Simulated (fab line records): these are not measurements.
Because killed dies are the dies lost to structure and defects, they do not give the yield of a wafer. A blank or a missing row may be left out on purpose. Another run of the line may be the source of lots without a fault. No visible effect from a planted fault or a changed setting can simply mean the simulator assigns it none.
What tool caused it? | flow berkeleyCmos170 | 6 lots (18 wafers sampled), 1 step of a 331-step route

WHAT THE GAUGES SHOWED, per wafer
UCB170_PSD_OVL_MEAS_07.
lot  | measured     | on         | PSD_OVL (nm)
L611 | day 6 22:17  | overlay-01 | -7 -3 -6
L616 | day 8 16:16  | overlay-02 | -10 -14 -8
L622 | day 9 06:14  | overlay-02 | -7 -11 0
L625 | day 10 00:42 | overlay-02 | -10 -2 3
L626 | day 10 10:52 | overlay-02 | 4 -5 7
L631 | day 10 23:31 | overlay-02 | -9 -1 -13

TOOL THAT RAN EACH LOT (tool first, then ch and the chambers of the sampled wafers, then the start)
Record: no process step prior to these readings.

THE ANSWER, worked out from the rows above alone
Rule: the lots themselves supply what counts as usual. Put in order of their means at a reading, lots are off if they are a third of the lots or fewer, leave a main group of 4 or more, and stand apart from it by a gap of 3 or more times the standard deviation of the main group's means; of several such gaps the widest counts. Not used: any main group whose means are identical at the precision the tables above print for the reading. A lot without any number at a reading at which 4 lots or more have one is off too. Where the step has rows for the other lots, those lots are counted as sound.
No lot is off on any of the readings shown, so nothing can be concluded from this.

WHAT THE SIMULATOR HAD INSERTED
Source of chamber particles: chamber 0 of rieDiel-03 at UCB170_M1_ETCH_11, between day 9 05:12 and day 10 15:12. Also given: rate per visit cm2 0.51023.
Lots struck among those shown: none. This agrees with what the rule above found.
